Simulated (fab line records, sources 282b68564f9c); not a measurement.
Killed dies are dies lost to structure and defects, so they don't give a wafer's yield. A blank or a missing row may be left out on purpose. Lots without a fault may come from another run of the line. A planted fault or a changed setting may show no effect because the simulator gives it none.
Split-lot experiment | flow rit_cmos | 5 lots, 23 wafers read, on a route of 202 steps

THE SPLIT
At RIT_M1_COAT_04 (resist thk 1300 nm), the setting resist_thk_nm was moved away from the recipe's 1300 nm on 6 of the 23 wafers read, by -4.2% to +2.8%. The other wafers ran this setting at the recipe's value.

FROM THE SPLIT TO THE READING: what the file shows between them, 2 steps
- RIT_M1_SOFTBAKE_05: time 60 s
- RIT_M1_EXPOSE_06: exposes mask M12, target cd 2600 nm

THE READING
NOVOLAK_of_M1_COAT_04.thk_nm (the simulator's own value, which no gauge read), in nm, at RIT_M1_HARDBAKE_11 (time 120 s). The file gives no usual value for it. The 17 wafers here that ran the recipe average 1137 nm, standard deviation 2.8 nm.

wafer  | tool, chamber at the split | resist_thk_nm as run, nm | against the recipe | NOVOLAK_of_M1_COAT_04.thk_nm, nm | against lot-mates on the recipe
L075.1 | litho_track-04, 0          | 1337                     | +2.8%              | 1167                             | +31
L075.2 | litho_track-04, 0          | 1300                     | recipe             | 1134                             | -
L075.3 | litho_track-04, 0          | 1337                     | +2.8%              | 1165                             | +29
L075.4 | litho_track-04, 0          | 1300                     | recipe             | 1137                             | -
L075.5 | litho_track-04, 0          | 1300                     | recipe             | 1136                             | -
L077.1 | litho_track-01, 0          | 1300                     | recipe             | 1139                             | -
L077.3 | litho_track-01, 0          | 1300                     | recipe             | 1137                             | -
L077.4 | litho_track-01, 0          | 1300                     | recipe             | 1137                             | -
L077.5 | litho_track-01, 0          | 1300                     | recipe             | 1138                             | -
L077.6 | litho_track-01, 0          | 1300                     | recipe             | 1140                             | -
L078.1 | litho_track-02, 0          | 1300                     | recipe             | 1138                             | -
L078.2 | litho_track-02, 0          | 1300                     | recipe             | 1141                             | -
L078.3 | litho_track-02, 0          | 1300                     | recipe             | 1134                             | -
L078.5 | litho_track-02, 0          | 1331                     | +2.4%              | 1163                             | +25
L078.6 | litho_track-02, 0          | 1331                     | +2.4%              | 1166                             | +28
L080.1 | litho_track-01, 0          | 1300                     | recipe             | 1141                             | -
L080.6 | litho_track-01, 0          | 1300                     | recipe             | 1141                             | -
L080.2 | litho_track-01, 0          | 1300                     | recipe             | 1138                             | -
L084.1 | litho_track-04, 0          | 1300                     | recipe             | 1132                             | -
L084.5 | litho_track-04, 0          | 1300                     | recipe             | 1132                             | -
L084.3 | litho_track-04, 0          | 1246                     | -4.2%              | 1089                             | -44
L084.4 | litho_track-04, 0          | 1300                     | recipe             | 1135                             | -
L084.6 | litho_track-04, 0          | 1246                     | -4.2%              | 1090                             | -43

THE FIT
A straight line over all 23 wafers: NOVOLAK_of_M1_COAT_04.thk_nm changes by +11.1 nm for each +1% of resist_thk_nm; r = +0.99; the points scatter about the line by 2.8 nm.
The same after taking each lot's own level away (the mean of its wafers on the recipe; 23 wafers): +10.7 nm for each +1%; r = +1.00; scatter 1.7 nm.
On that fit, the largest move of resist_thk_nm shifts the reading by 44 nm.
The lots' own levels span 1133.0 to 1140.0 nm, that is 2.5 times the standard deviation above.
So the lot-to-lot level changes the slope little: the two slopes agree.
Check: with one of the wafers moved furthest among these (-4.2%) left out of the fit, the line predicts -44.1 nm for it against its lot-mates. It came out at -44 nm against them.

OTHER SPLITS ON THESE WAFERS
These wafers also went through other splits before the reading. Each is held against what the fit with the lots' levels taken away leaves over:
other split on the same wafers  | wafers away from the commonest value | r with NOVOLAK_of_M1_COAT_04.thk_nm (lot level and that fit taken away)
RIT_NRETRO_COAT_01 spin_rpm     | 6                                    | +0.00
RIT_NRETRO_SOFTBAKE_02 temp_c   | 9                                    | -0.31
RIT_PRETRO_IMPLANT_08 dose_cm2  | 8                                    | -0.05
RIT_GATE_COAT_11 spin_rpm       | 10                                   | +0.07
RIT_GATE_DEVELOP_15 dev_temp_c  | 8                                    | -0.18
RIT_PSD_COAT_01 resist_thk_nm   | 10                                   | -0.10
RIT_PSD_IMPLANT_08 dose_cm2     | 6                                    | +0.29
RIT_SDANNEAL_CLEAN_01 time_s    | 15                                   | -0.04
RIT_SILICIDE_SPUTTER_01 power_w | 12                                   | +0.25

THE WHOLE CHAIN: every reading that the file lists as answering this split, in the file's order
step               | what it does       | reading                                                                       | change (the file's fit)              | r (the file's)
RIT_M1_COAT_04     | resist thk 1300 nm | NOVOLAK_of_M1_COAT_04.thk_nm (the simulator's own value, which no gauge read) | +12.4 nm for each +1% of the setting | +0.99
RIT_M1_HARDBAKE_11 | time 120 s         | NOVOLAK_of_M1_COAT_04.thk_nm (the simulator's own value, which no gauge read) | +10.7 nm for each +1% of the setting | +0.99

THE FILE'S OWN FIT
NOVOLAK_of_M1_COAT_04.thk_nm changes by +10.7 nm for each +1% of resist_thk_nm, r = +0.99.
